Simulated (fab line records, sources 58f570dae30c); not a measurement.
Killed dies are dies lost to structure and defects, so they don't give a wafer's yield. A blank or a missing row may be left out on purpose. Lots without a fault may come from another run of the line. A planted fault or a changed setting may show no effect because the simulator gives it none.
Which tool did it? | flow berkeley_cmos170 | 7 lots, 21 wafers sampled, at 2 steps of a route of 331

WHAT THE GAUGES READ, wafer by wafer
UCB170_SDANNEAL_RS_MEAS_05: measures by four-point-probe.
lot  | measured     | on            | NLDD_RS (ohm/sq)
L164 | day 8 23:03  | film_metro-03 | 615.3 612.9 614.4
L166 | day 8 22:52  | film_metro-04 | 615.1 617.0 615.5
L171 | day 9 11:23  | film_metro-03 | 616.4 617.8 617.3
L176 | day 10 09:54 | film_metro-02 | 613.5 616.3 615.9
L178 | day 11 06:32 | film_metro-02 | 617.9 617.5 618.5
L180 | day 12 03:13 | film_metro-02 | 613.4 616.0 614.3
L186 | day 14 04:08 | film_metro-03 | 615.8 618.5 618.6

WHICH TOOL RAN EACH LOT (tool, then ch and the chambers of the sampled wafers, then the start)
lot  | UCB170_NLDD_IMPLANT_09
L164 | implanter-04 ch 0, day 8 10:38
L166 | implanter-04 ch 0, day 8 10:01
L171 | implanter-04 ch 0, day 9 00:20
L176 | implanter-02 ch 0, day 9 20:03
L178 | implanter-01 ch 0, day 10 13:22
L180 | implanter-01 ch 0, day 11 07:53
L186 | implanter-01 ch 0, day 13 10:40
- UCB170_NLDD_IMPLANT_09

THE ANSWER, worked out from the rows above alone
Rule: what is usual is taken from the lots themselves. Put in order of their means at a reading, lots are off if they are a third of the lots or fewer, leave a main group of 4 or more, and stand apart from it by a gap of 3 or more times the standard deviation of the main group's means; of several such gaps the widest counts. A main group whose means are all the same, to the digits that the tables above print for the reading, isn't used. A lot without any number at a reading at which 4 lots or more have one is off too. The other lots that the step has rows for count as sound.
No lot is off at any reading shown: from this, nothing can be told.

WHAT THE SIMULATOR HAD PUT IN
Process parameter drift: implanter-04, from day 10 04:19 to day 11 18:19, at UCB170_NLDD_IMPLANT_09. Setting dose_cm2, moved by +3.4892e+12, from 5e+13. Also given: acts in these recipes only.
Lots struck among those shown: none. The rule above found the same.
